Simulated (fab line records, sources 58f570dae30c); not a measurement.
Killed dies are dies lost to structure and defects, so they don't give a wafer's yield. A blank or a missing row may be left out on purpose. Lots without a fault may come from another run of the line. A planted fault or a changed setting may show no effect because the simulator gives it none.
Which tool did it? | flow berkeley_cmos170 | 7 lots, 21 wafers sampled, at 2 steps of a route of 331

WHAT THE GAUGES READ, wafer by wafer
UCB170_M3_CD_MEAS_15: target cd 700 nm.
lot  | measured     | on        | cd_nm (nm)
L797 | day 8 16:16  | cd_sem-01 | 702.4 700.6 702.5
L799 | day 9 08:41  | cd_sem-01 | 699.9 700.5 700.4
L800 | day 9 15:08  | cd_sem-01 | 707.0 704.7 706.0
L807 | day 10 05:48 | cd_sem-01 | 701.9 700.9 699.4
L812 | day 10 20:14 | cd_sem-01 | 700.6 703.3 702.0
L811 | day 10 21:10 | cd_sem-01 | 699.6 699.7 699.8
L816 | day 11 23:32 | cd_sem-02 | 699.7 698.0 700.8

WHICH TOOL RAN EACH LOT (tool, then ch and the chambers of the sampled wafers, then the start)
lot  | UCB170_M3_PEB_13
L797 | litho_track-02 ch 0, day 8 15:45
L799 | litho_track-02 ch 0, day 9 08:25
L800 | litho_track-02 ch 0, day 9 14:52
L807 | litho_track-01 ch 0, day 10 05:32
L812 | litho_track-01 ch 0, day 10 19:58
L811 | litho_track-04 ch 0, day 10 20:54
L816 | litho_track-04 ch 0, day 11 23:17
- UCB170_M3_PEB_13

THE ANSWER, worked out from the rows above alone
Rule: what is usual is taken from the lots themselves. Put in order of their means at a reading, lots are off if they are a third of the lots or fewer, leave a main group of 4 or more, and stand apart from it by a gap of 3 or more times the standard deviation of the main group's means; of several such gaps the widest counts. A main group whose means are all the same, to the digits that the tables above print for the reading, isn't used. A lot without any number at a reading at which 4 lots or more have one is off too. The other lots that the step has rows for count as sound.
Off: L800, at UCB170_M3_CD_MEAS_15 (cd_nm). The main group: mean 700.7 nm, standard deviation 0.96.
A tool fits if, at a process step before that reading, it ran every lot that is off, and no sound lot after the first of them. The gauges at UCB170_M3_CD_MEAS_15 are tried like those tools. One fits: litho_track-02 at UCB170_M3_PEB_13. Its last sound lot is L799 (day 9 08:25), its first lot that is off L800 (day 9 14:52): a fault that began between those two fits.

WHAT THE SIMULATOR HAD PUT IN
Process parameter drift: litho_track-02, from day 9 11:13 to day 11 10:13, at UCB170_M3_PEB_13. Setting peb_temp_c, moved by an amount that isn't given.
Lots struck among those shown: L800. The rule above found the same.
